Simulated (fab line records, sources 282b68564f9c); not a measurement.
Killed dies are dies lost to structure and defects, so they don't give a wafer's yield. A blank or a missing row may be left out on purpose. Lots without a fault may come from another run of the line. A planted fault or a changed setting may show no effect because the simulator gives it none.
Which tool did it? | flow rit_cmos | 13 lots, 39 wafers sampled, at 2 steps of a route of 202

WHAT THE GAUGES READ, wafer by wafer
RIT_CONTACT_THK_MEAS_01. Usual: CONTACT_TEOS_THK 400 nm, standard deviation 5.5.
lot  | measured     | on            | CONTACT_TEOS_THK (nm) | flag
L971 | day 3 04:07  | film_metro-04 | 388 400 399           |
L972 | day 3 07:32  | film_metro-02 | 398 392 402           |
L973 | day 3 20:34  | film_metro-02 | 399 404 411           |
L974 | day 4 02:55  | film_metro-02 | 396 393 400           |
L975 | day 4 09:43  | film_metro-04 | 398 400 402           |
L980 | day 5 15:48  | film_metro-04 | 397 244 407           | OFF
L983 | day 6 01:47  | film_metro-02 | 241 396 397           | OFF
L986 | day 6 14:15  | film_metro-04 | 396 401 405           |
L988 | day 6 22:24  | film_metro-01 | 393 395 402           |
L989 | day 7 03:41  | film_metro-01 | 405 395 403           |
L991 | day 7 12:49  | film_metro-01 | 398 409 403           |
L992 | day 7 17:44  | film_metro-01 | 404 404 406           |
L993 | day 19 11:04 | film_metro-01 | 398 403 398           |

WHICH TOOL RAN EACH LOT (tool, then ch and the chambers of the sampled wafers, then the start)
lot  | RIT_CONTACT_CVD_00
L971 | pecvd-03 ch 0,1, day 3 04:04
L972 | pecvd-02 ch 0,1, day 3 07:29
L973 | pecvd-01 ch 0,1, day 3 20:30
L974 | pecvd-03 ch 0,2, day 4 02:52
L975 | pecvd-02 ch 1,2, day 4 09:40
L980 | pecvd-03 ch 0,1,2, day 5 15:45
L983 | pecvd-03 ch 1,2, day 6 01:44
L986 | pecvd-02 ch 0,1, day 6 14:11
L988 | pecvd-01 ch 0,1,2, day 6 22:21
L989 | pecvd-02 ch 0,2, day 7 03:37
L991 | pecvd-01 ch 0,1,2, day 7 12:46
L992 | pecvd-02 ch 0,1,2, day 7 17:41
L993 | pecvd-03 ch 0,1, day 19 10:59
- RIT_CONTACT_CVD_00: deposits SiO2 from TEOS, target thk 400 nm, time 61 s.

WHAT THE TOOLS THEMSELVES READ (means of the sampled wafers that have a number; where no wafer has one, the mark that the record gives instead)
RIT_CONTACT_CVD_00. Usual: heater_power_w 326 W, standard deviation 56.
lot  | tool     | heater_power_w (W) | flag
L971 | pecvd-03 | 381                |
L972 | pecvd-02 | 351                |
L973 | pecvd-01 | 310                |
L974 | pecvd-03 | 293                |
L975 | pecvd-02 | 311                |
L980 | pecvd-03 | 341                |
L983 | pecvd-03 | 393                |
L986 | pecvd-02 | 318                |
L988 | pecvd-01 | 338                |
L989 | pecvd-02 | 339                |
L991 | pecvd-01 | 305                |
L992 | pecvd-02 | 312                |
L993 | pecvd-03 | 318                |

THE ANSWER, worked out from the rows above alone
Rule: a lot is off if the mean of its wafers that have a number lies more than 3 standard deviations from the usual mean. A lot without any number at a reading at which 4 lots or more have one is off too. The other lots that the step has rows for count as sound. The gauges are gone through in route order, then the tools' own readings, and for those a lot's mean is taken as printed above. The first step at which some lot is off is used, and at that step the reading that is off furthest; a lot without a number counts as furthest.
Off: L980, L983, at RIT_CONTACT_THK_MEAS_01 (CONTACT_TEOS_THK).
A tool fits if, at a process step before that reading, it ran every lot that is off, and no sound lot after the first of them. The gauges at RIT_CONTACT_THK_MEAS_01 are tried like those tools. None of those tried fits.

WHAT THE SIMULATOR HAD PUT IN
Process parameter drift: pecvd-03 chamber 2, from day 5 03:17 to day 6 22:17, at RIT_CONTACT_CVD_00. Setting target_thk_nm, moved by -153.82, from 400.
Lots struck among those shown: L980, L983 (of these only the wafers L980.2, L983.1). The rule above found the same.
